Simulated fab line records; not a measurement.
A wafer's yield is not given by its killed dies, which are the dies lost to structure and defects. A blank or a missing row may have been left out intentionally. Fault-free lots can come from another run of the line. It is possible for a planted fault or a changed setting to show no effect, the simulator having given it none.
Which tool was responsible?    flow berkeley cmos170    Sampling: 15 lots, 45 wafers, 4 of 331 route steps

== WHAT THE GAUGES SHOWED, per wafer ==
UCB170_SACOX_THK_MEAS_02. Usual: for SACOX_OXIDE_THK the level is 14.5 nm and the standard deviation is 0.35.
lot   measured     on             SACOX_OXIDE_THK (nm)  flag
L752  day 4 16:42  film metro-03  14.2 14.3 14.1        
L755  day 5 14:41  film metro-01  14.5 14.4 14.5        
L756  day 5 19:28  film metro-02  14.9 14.7 14.9        
L757  day 6 00:33  film metro-03  14.8 14.5 14.7        
L761  day 6 14:35  film metro-01  14.8 14.9 14.7        
L762  day 7 10:29  film metro-02  14.4 14.2 14.5        
L765  day 7 17:50  film metro-01  14.4 14.2 14.1        
L764  day 7 17:52  film metro-02  14.5 14.6 14.4        
L768  day 7 23:38  film metro-03  14.2 14.2 14.1        
L769  day 8 19:07  film metro-03  14.6 14.7 14.5        
L773  day 9 03:46  film metro-02  14.7 14.8 14.7        
L772  day 9 03:47  film metro-03  14.5 14.7 14.7        
L770  day 9 03:48  film metro-01  14.4 14.3 14.4        
L771  day 9 03:50  film metro-03  14.0 14.0 14.2        
L774  day 9 21:24  film metro-01  14.0 13.9 14.2        

UCB170_PLDD_CD_MEAS_06: the cd target is 1200 nm. Usual: cd nm at 1199.8 nm, with a standard deviation of 1.6.
lot   measured      on         cd nm (nm)            flag
L752  day 5 19:00   cd sem-01  1198.4 1198.7 1199.7  
L755  day 6 16:57   cd sem-01  1200.3 1202.0 1201.0  
L756  day 6 20:19   cd sem-01  1200.2 1199.3 1198.0  
L757  day 7 07:59   cd sem-02  1201.1 1201.5 1201.5  
L761  day 7 19:32   cd sem-01  1198.0 1200.8 1198.4  
L762  day 8 16:02   cd sem-01  1200.7 1199.1 1199.4  
L765  day 8 22:54   cd sem-01  1200.8 1199.4 1200.4  
L764  day 8 23:11   cd sem-02  1198.3 1198.5 1198.8  
L768  day 9 07:19   cd sem-01  1197.3 1197.2 1198.1  
L769  day 10 07:28  cd sem-02  1201.2 1201.0 1200.1  
L773  day 10 09:10  cd sem-02  1204.0 1201.8 1204.1  
L772  day 10 08:11  cd sem-02  1195.7 1196.1 1196.9  
L770  day 10 08:20  cd sem-02  1198.4 1197.3 1198.8  
L771  day 10 08:54  cd sem-01  1200.3 1200.9 1200.6  
L774  day 11 00:22  cd sem-01  1199.6 1200.3 1199.9  

UCB170_PSD_CD_MEAS_06: the cd target is 1200 nm. Usual: cd nm at 1200.0 nm, with a standard deviation of 1.5.
lot   measured      on         cd nm (nm)            flag
L752  day 6 03:11   cd sem-01  1204.7 1204.2 1203.0  
L755  day 7 00:35   cd sem-02  1198.7 1198.2 1198.5  
L756  day 7 05:08   cd sem-01  1202.1 1202.2 1201.8  
L757  day 7 19:17   cd sem-01  1199.5 1198.5 1200.5  
L761  day 8 08:02   cd sem-02  1200.5 1199.8 1200.6  
L762  day 9 03:05   cd sem-01  - - -                 OFF
L765  day 9 08:18   cd sem-02  - - -                 OFF
L764  day 9 08:25   cd sem-01  - - -                 OFF
L768  day 9 17:40   cd sem-01  1199.9 1199.4 1199.6  
L769  day 10 18:40  cd sem-02  1201.1 1201.7 1201.2  
L773  day 10 19:20  cd sem-02  1198.8 1198.6 1198.2  
L772  day 10 19:05  cd sem-02  1198.2 1198.7 1199.2  
L770  day 10 18:59  cd sem-01  1201.0 1201.9 1201.7  
L771  day 10 19:06  cd sem-01  1200.0 1200.7 1201.2  
L774  day 11 09:16  cd sem-02  1199.3 1197.7 1198.2  

== WHAT TOOL EACH LOT RAN ON (gives the tool, then ch and the chambers of the sampled wafers, and finally the start) ==
lot   UCB170_PSD_EXPOSE_03
L752  krf scanner-02 ch 0, day 6 02:47
L755  krf scanner-02 ch 0, day 6 23:52
L756  krf scanner-01 ch 0, day 7 04:32
L757  krf scanner-02 ch 0, day 7 18:53
L761  krf scanner-02 ch 0, day 8 07:38
L762  krf scanner-02, day 9 02:42
L765  krf scanner-02, day 9 07:39
L764  krf scanner-02, day 9 07:48
L768  krf scanner-02 ch 0, day 9 17:16
L769  krf scanner-02 ch 0, day 10 17:47
L773  krf scanner-02 ch 0, day 10 18:20
L772  krf scanner-02 ch 0, day 10 18:02
L770  krf scanner-02 ch 0, day 10 17:58
L771  krf scanner-02 ch 0, day 10 18:09
L774  krf scanner-01 ch 0, day 11 08:01
- UCB170_PSD_EXPOSE_03: exposes mask PSELECT MOD, target cd 1200 nm.

== AS READ BY THE TOOLS THEMSELVES (means over the sampled wafers that have a number; for cases with no such wafer, the mark the record gives instead) ==
UCB170_PSD_EXPOSE_03. Usual: exposure dose mJ cm2 29.51, standard deviation 0.033; focus offset nm -0.1 nm, standard deviation 0.51.
lot   tool            exposure dose mJ cm2  focus offset nm (nm)  flag
L752  krf scanner-02  29.52                 -0.1                  
L755  krf scanner-02  29.46                 -0.3                  
L756  krf scanner-01  29.48                 -0.3                  
L757  krf scanner-02  29.44                 0.3                   
L761  krf scanner-02  29.52                 0.2                   
L762  krf scanner-02  -                     -                     OFF
L765  krf scanner-02  -                     -                     OFF
L764  krf scanner-02  -                     -                     OFF
L768  krf scanner-02  29.50                 0.0                   
L769  krf scanner-02  29.51                 -0.3                  
L773  krf scanner-02  29.55                 0.5                   
L772  krf scanner-02  29.51                 -0.7                  
L770  krf scanner-02  29.54                 -0.4                  
L771  krf scanner-02  29.49                 0.3                   
L774  krf scanner-01  29.50                 -0.3                  

== THE ANSWER, worked out from the rows above alone ==
Rule: a lot is off if the mean of its wafers that have a number lies more than 3 standard deviations from the usual mean. Also off: a lot with no number at a reading for which 4 or more lots have one. Any other lot the step has rows for is counted as sound. The gauges are gone through in route order, then the tools' own readings, and for those a lot's mean is taken as printed above. The first step at which some lot is off is used, and at that step the reading that is off furthest; a lot without a number counts as furthest.
Off: L762, L765, L764 (UCB170_PSD_CD_MEAS_06, cd nm). Without a number there: L762, L765, L764.
If a tool, at a process step before that reading, ran all the lots that are off and no sound lot after the first of them, it fits. Not tried: the gauges at UCB170_PSD_CD_MEAS_06; whatever is off there is also off at UCB170_PSD_EXPOSE_03, on other tools, and gauge error can't account for it. No candidate that was tried fits.

== WHAT HAD BEEN PUT IN BY THE SIMULATOR ==
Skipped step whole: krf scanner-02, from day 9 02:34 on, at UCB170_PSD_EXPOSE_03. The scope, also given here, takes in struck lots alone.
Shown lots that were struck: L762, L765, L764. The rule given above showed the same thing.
